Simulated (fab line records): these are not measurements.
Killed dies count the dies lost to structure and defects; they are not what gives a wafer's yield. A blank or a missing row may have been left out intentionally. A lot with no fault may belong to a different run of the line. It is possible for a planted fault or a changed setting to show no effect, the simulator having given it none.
Commonality check across tools / flow berkeleyCmos170 / 14 lots and 48 wafers in the sample

THE REASON FOR OPENING IT
2 of 14 lots carry a flag on the reading PLDD_TW at UCB170_PLDD_TW_MEAS_11. No-fault wafers: 1007, standard deviation 6.7.
Rule: a lot is flagged when every wafer of it that has a number lies more than 4 standard deviations from that mean, or none has a number. The rest of the lots are taken to be sound.

lot=L882; measured=day 7 16:29; on=filmMetro-03; PLDD_TW, wafer by wafer=1010 1002 1001; flag=
lot=L883; measured=day 7 16:37; on=filmMetro-01; PLDD_TW, wafer by wafer=1000 1003 1005; flag=
lot=L886; measured=day 8 04:33; on=filmMetro-02; PLDD_TW, wafer by wafer=1014 1013 1013; flag=
lot=L885; measured=day 8 05:20; on=filmMetro-02; PLDD_TW, wafer by wafer=1015 1014 1011; flag=
lot=L887; measured=day 8 05:37; on=filmMetro-01; PLDD_TW, wafer by wafer=1001 1003 1005; flag=
lot=L891; measured=day 8 20:59; on=filmMetro-02; PLDD_TW, wafer by wafer=1012 1013 1013; flag=
lot=L889; measured=day 8 21:05; on=filmMetro-02; PLDD_TW, wafer by wafer=1018 1012 1011; flag=
lot=L890; measured=day 8 21:14; on=filmMetro-01; PLDD_TW, wafer by wafer=1002 1000 1007; flag=
lot=L894; measured=day 9 16:26; on=filmMetro-01; PLDD_TW, wafer by wafer=1001 999 996; flag=
lot=L896; measured=day 10 02:40; on=filmMetro-02; PLDD_TW, wafer by wafer=1012 1011 1017; flag=
lot=L898; measured=day 10 09:54; on=filmMetro-03; PLDD_TW, wafer by wafer=1056 1054 1057 1056 1060 1060; flag=FLAGGED
lot=L899; measured=day 10 10:28; on=filmMetro-02; PLDD_TW, wafer by wafer=1064 1063 1069 1070 1070 1068; flag=FLAGGED
lot=L902; measured=day 11 01:11; on=filmMetro-03; PLDD_TW, wafer by wafer=1000 1007 1003; flag=
lot=L904; measured=day 11 14:22; on=filmMetro-03; PLDD_TW, wafer by wafer=1012 1008 1002; flag=
Average over the flagged lots: 1062; offset from the usual +55, equal to +8 standard deviations.

WHICH TOOL EACH LOT WENT THROUGH
The record holds 1 process step before the reading, out of a route of 331 steps. Every cell lists first the tool, next ch and the chambers used by the sampled wafers, and last the start.
lot=L882; flag=; UCB170_PLDD_IMPLANT_09=implanter-02 ch 0, day 7 16:14
lot=L883; flag=; UCB170_PLDD_IMPLANT_09=implanter-03 ch 0, day 7 16:23
lot=L886; flag=; UCB170_PLDD_IMPLANT_09=implanter-01 ch 0, day 8 04:18
lot=L885; flag=; UCB170_PLDD_IMPLANT_09=implanter-03 ch 0, day 8 05:05
lot=L887; flag=; UCB170_PLDD_IMPLANT_09=implanter-02 ch 0, day 8 05:22
lot=L891; flag=; UCB170_PLDD_IMPLANT_09=implanter-01 ch 0, day 8 20:46
lot=L889; flag=; UCB170_PLDD_IMPLANT_09=implanter-02 ch 0, day 8 20:51
lot=L890; flag=; UCB170_PLDD_IMPLANT_09=implanter-03 ch 0, day 8 21:00
lot=L894; flag=; UCB170_PLDD_IMPLANT_09=implanter-03 ch 0, day 9 16:11
lot=L896; flag=; UCB170_PLDD_IMPLANT_09=implanter-02 ch 0, day 10 02:27
lot=L898; flag=FLAGGED; UCB170_PLDD_IMPLANT_09=implanter-02 ch 0, day 10 09:39
lot=L899; flag=FLAGGED; UCB170_PLDD_IMPLANT_09=implanter-02 ch 0, day 10 10:14
lot=L902; flag=; UCB170_PLDD_IMPLANT_09=implanter-01 ch 0, day 11 00:56
lot=L904; flag=; UCB170_PLDD_IMPLANT_09=implanter-01 ch 0, day 11 14:08
What is done by these steps:
- UCB170_PLDD_IMPLANT_09
- UCB170_PLDD_TW_MEAS_11

FLAGGED AGAINST TOTAL, ONE TOOL AT A TIME (gauges that did the reading follow at the end)
step=UCB170_PLDD_IMPLANT_09; tool=implanter-01; lots run=4; flagged=0; share of the flagged lots=none; sound lots run after its first flagged lot=-
step=UCB170_PLDD_IMPLANT_09; tool=implanter-02; lots run=6; flagged=2; share of the flagged lots=all; sound lots run after its first flagged lot=0
step=UCB170_PLDD_IMPLANT_09; tool=implanter-03; lots run=4; flagged=0; share of the flagged lots=none; sound lots run after its first flagged lot=-
step=UCB170_PLDD_TW_MEAS_11; tool=filmMetro-01; lots run=4; flagged=0; share of the flagged lots=none; sound lots run after its first flagged lot=-
step=UCB170_PLDD_TW_MEAS_11; tool=filmMetro-02; lots run=6; flagged=1; share of the flagged lots=some; sound lots run after its first flagged lot=0
step=UCB170_PLDD_TW_MEAS_11; tool=filmMetro-03; lots run=4; flagged=1; share of the flagged lots=some; sound lots run after its first flagged lot=2 (L902,L904)

WHAT IS ALLOWED BY THE TABLE
All flagged lots share 1 row of the table, namely implanter-02 at UCB170_PLDD_IMPLANT_09.
- implanter-02 at UCB170_PLDD_IMPLANT_09 ran 6 lots, 2 of them flagged. Its last sound lot is L896 (day 10 02:27), its first flagged lot L898 (day 10 09:39): a fault that began between those two fits. Its own readings lie more than 4 standard deviations out on every wafer of the flagged lots: beamOnS, doseIonsCm2, faradayCurrentUA.
Left over: one tool, implanter-02 at UCB170_PLDD_IMPLANT_09.

WHAT THE SIMULATOR PUT IN
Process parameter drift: implanter-02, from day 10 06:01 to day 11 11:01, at UCB170_PLDD_IMPLANT_09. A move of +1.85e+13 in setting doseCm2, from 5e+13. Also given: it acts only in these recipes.
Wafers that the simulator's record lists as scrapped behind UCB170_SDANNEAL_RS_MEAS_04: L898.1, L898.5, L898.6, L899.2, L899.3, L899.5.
Struck lots among those shown: L898, L899. The rule given above showed the same thing.
